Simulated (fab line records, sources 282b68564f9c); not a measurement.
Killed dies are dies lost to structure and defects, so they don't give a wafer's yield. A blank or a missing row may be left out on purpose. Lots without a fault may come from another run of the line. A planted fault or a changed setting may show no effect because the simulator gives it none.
One fault seen from 2 desks | flow rit_cmos | each desk has only its own numbers; what lay behind them comes last

THE METROLOGY DESK
What the gauges read, lot by lot, whatever tool the lot ran on: means of the sampled wafers that have a number. A lot is out of limits, marked OUT, if its mean lies more than 4 standard deviations from the usual mean; the brackets give that distance.
Columns: A = INCOMING_BOW at RIT_ACTIVE_BOW_MEAS_00, usual 0 um; B = NWELL_OVL at RIT_NWELL_OVL_MEAS_06, usual -1.3 nm; C = PWELL_RS at RIT_WELLDRIVE_RS_MEAS_02, usual 429.0 ohm/sq; D = PRETRO_TW at RIT_PRETRO_TW_MEAS_10, usual 473.9
lot  | first seen here | A   | B    | C     | D
L506 | day 1 10:00     | 0   | -2.4 | 426.9 | 475.3
L507 | day 1 15:02     | 4   | -1.5 | 427.8 | 474.2
L508 | day 1 20:00     | 6   | -1.2 | 429.5 | 472.1
L509 | day 2 01:02     | 2   | -1.5 | 429.2 | 475.4
L510 | day 2 06:00     | -2  | -1.3 | 429.2 | 475.5
L511 | day 2 11:00     | -1  | -0.6 | 429.4 | 477.9
L512 | day 2 16:01     | -1  | -2.1 | 428.9 | 475.0
L513 | day 2 21:00     | 4   | 0.1  | 428.9 | 475.9
L517 | day 3 17:01     | 6   | -2.8 | 427.8 | 470.7
L518 | day 3 22:04     | -1  | 0.3  | 429.7 | 484.1 (+4.6) OUT
L520 | day 4 08:04     | 4   | -1.6 | 429.3 | 480.9
L525 | day 5 09:01     | -10 | -2.6 | 429.7 | 474.2
L526 | day 5 14:01     | 2   | -1.0 | 430.0 | 473.7
L529 | day 6 05:00     | -1  | -2.3 | 429.1 | 472.2
This desk's finding: out of limits on L518; first on L518, day 4 22:50 (PRETRO_TW at RIT_PRETRO_TW_MEAS_10). In limits: L506, L507, L508, L509, L510, L511, L512, L513, L517, L520, L525, L526, L529.

THE TOOL OWNER'S DESK: implanter-03
The tool's own readings at RIT_PRETRO_IMPLANT_08: means of the sampled wafers that have a number, for each lot that ran on this tool. A lot is out of limits, marked OUT, if its mean lies more than 4 standard deviations from the usual mean; the brackets give that distance.
Columns: A = beam_energy_keV at RIT_PRETRO_IMPLANT_08, usual 45.000; B = beam_on_s at RIT_PRETRO_IMPLANT_08, usual 10.00 s; C = faraday_current_uA at RIT_PRETRO_IMPLANT_08, usual 38.0
lot  | first seen here | A                        | B     | C
L509 | day 2 22:32     | 45.021                   | 9.81  | 38.9
L511 | day 3 09:58     | 44.984                   | 10.02 | 38.1
L513 | day 3 20:11     | 44.983                   | 10.26 | 37.1
L518 | day 4 22:34     | 50.856 (+99 or more) OUT | 9.90  | 38.5
L520 | day 5 08:47     | 50.836 (+99 or more) OUT | 9.81  | 38.6
This desk's finding: out of limits on L518, L520; first on L518, day 4 22:34 (beam_energy_keV at RIT_PRETRO_IMPLANT_08). In limits: L509, L511, L513.

PUT TOGETHER
The tool owner's desk could have raised an alarm at day 4 22:34, on L518, L520.
The metrology desk could have raised an alarm at day 4 22:50, on L518.
The metrology desk has L520 on record, within its limits.
Of the lots named, all ran RIT_PRETRO_IMPLANT_08 on implanter-03.

WHAT THE SIMULATOR HAD PUT IN
Process parameter drift: implanter-03, from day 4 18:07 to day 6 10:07, at RIT_PRETRO_IMPLANT_08. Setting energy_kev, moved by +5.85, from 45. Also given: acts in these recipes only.
Lots struck among those shown: L518, L520.
Hours from the fault's start to each desk's first reading out of limits: the tool owner's desk, 4; the metrology desk, 5.
